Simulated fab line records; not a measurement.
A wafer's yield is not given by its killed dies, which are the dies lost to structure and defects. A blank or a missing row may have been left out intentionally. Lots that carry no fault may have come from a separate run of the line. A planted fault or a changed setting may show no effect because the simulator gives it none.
A struck lot beside a sound one | flow rit cmos | 18 out of 202 route steps
Sound: wafers L639.3, L639.5, L639.6. Struck: wafers L649.2, L649.6. (L649.5 of the same lot was not struck and is left out.) The cause comes at the end.
Order at every step that has rows: each side's tool, ch and its chambers, its first start. Under that, the readings that differ: sound wafers | struck wafers | difference of the means | sigmas: that difference in standard deviations of wafers without a fault.
alike: words and numbers the same on both sides, and readings whose means are apart by under 2 such deviations; not compared: readings that were withheld, readings missing a value for some wafer, numbers with overlapping values and no deviation given by the record, and bounds like >300 which may hide the same value.
The two part at a step that has a row with sigmas, a row that says differs or no value, or rows on one side only. Numbers that have no deviation but don't overlap get no sigmas and don't part them. A reading that every wafer of one side lacks parts them only if that side has two wafers or more.

RIT_M1_SPUTTER_00: material Al, target thk 400 nm, time 500 s.
  sound on pvd sputter-02 at day 4 18:30; struck on pvd sputter-01 at day 6 12:32
  alike: throttle valve pct
RIT_M1_RS_MEAS_01: measurement is done with a four-point probe.
  sound on film metro-01 at day 4 18:50; struck on film metro-01 at day 6 12:50
  alike: M1_AL_RS
RIT_M1_THK_MEAS_02: measures by xrf.
  sound on film metro-01 at day 4 18:56; struck on film metro-01 at day 6 12:57
  alike: M1_AL_THK
then, 6 steps without rows for these wafers: RIT_M1_HMDS_03 (prime time 60 s); RIT_M1_COAT_04 (resist thk 1300 nm); RIT_M1_SOFTBAKE_05 (time 60 s); RIT_M1_EXPOSE_06 (exposes mask M12, target cd 2600 nm); RIT_M1_PEB_07; RIT_M1_DEVELOP_08 (develop time 68 s).
RIT_M1_CD_MEAS_09: target cd 2600 nm.
  sound on cd sem-01 at day 4 19:53; struck on cd sem-02 at day 6 14:00
  alike: cd nm
RIT_M1_OVL_MEAS_10:
  sound on overlay-01 at day 4 19:59; struck on overlay-01 at day 6 14:07
  alike: M1_OVL
then, 1 step without rows for these wafers: RIT_M1_HARDBAKE_11 (time 120 s).
RIT_M1_METAL_ETCH_12: etches Al in Cl2/BCl3, stops on SiO2, time 165 s, target depth 600 nm.
  sound on rie metal-02 ch 0,1, day 4 20:22; struck on rie metal-04 ch 0, day 6 14:23
  reading                                  | sound             | struck      | difference | sigmas
  rf fwd power W (W)                       | 248.5 250.5 247.9 | 350.1 350.2 | +101.2     | +99 or more
  model.NOVOLAK_of_M1_COAT_04.thk nm (nm)  | 796.3 800.3 799   | 679.2 677.2 | -120.3     |
  model.M1.cd nm (nm)                      | 2600 2598 2598    | 2575 2579   | -22        |
  model.SiO2_of_CONTACT_CVD_00.thk nm (nm) | 356.7 361.2 361.7 | 342.4 355.1 | -11.1      |
  alike: drypump motor current A, oes product au, throttle valve pct
  not compared: rf hours counter h
then, 1 step without rows for these wafers: RIT_M1_STRIP_13 (strips in nmp, time 600 s).
RIT_M1_STRIP_14: strips in O2, time 180 s.
  sound on plasma asher-01 ch 0,1, day 4 20:42; struck on plasma asher-01 ch 0,1, day 6 14:44
  alike: drypump motor current A
  not compared: rf hours counter h
RIT_M1_CD_MEAS_90: target cd 2600 nm.
  sound on cd sem-01 at day 4 20:52; struck on cd sem-02 at day 6 14:55
  reading    | sound          | struck    | difference | sigmas
  cd nm (nm) | 2600 2598 2598 | 2575 2579 | -22        | -7
then, 1 step without rows for these wafers: RIT_M1_ANNEAL_15 (time 1800 s).
RIT_M1_PROBE_99:
  sound on prober-01 at day 4 22:40; struck on prober-01 at day 6 16:41
  reading                                 | sound                     | struck            | difference | sigmas
  model.etest.m1.width nm (nm)            | 2599 2597 2592            | 2571 2583         | -19        |
  model.etest.antenna m1.gate log10 a cm2 | -5.945 -5.95 -5.665       | -5.074 -4.788     | +0.922     |
  model.etest.antenna m1.vt shift v (V)   | -0.01507 -0.01116 -0.0169 | -0.04494 -0.04447 | -0.03033   |
  alike: defect limited yield, killed at contacts, killed at front end, killed dies, killed on rim, killed open, killed short, sort_bin_3_pad_short, sort_bin_5_function, sort_bin_6_memory, sort n pass, sort yield pct

## WHERE THEY PART
Earliest at RIT_M1_METAL_ETCH_12; latest, in this record, at RIT_M1_CD_MEAS_90. Later steps at which nothing parts them and some readings are alike: RIT_M1_PROBE_99.

WHY: whatever the simulator had introduced
rie metal-04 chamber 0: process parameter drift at RIT_M1_METAL_ETCH_12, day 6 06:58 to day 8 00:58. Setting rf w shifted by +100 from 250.
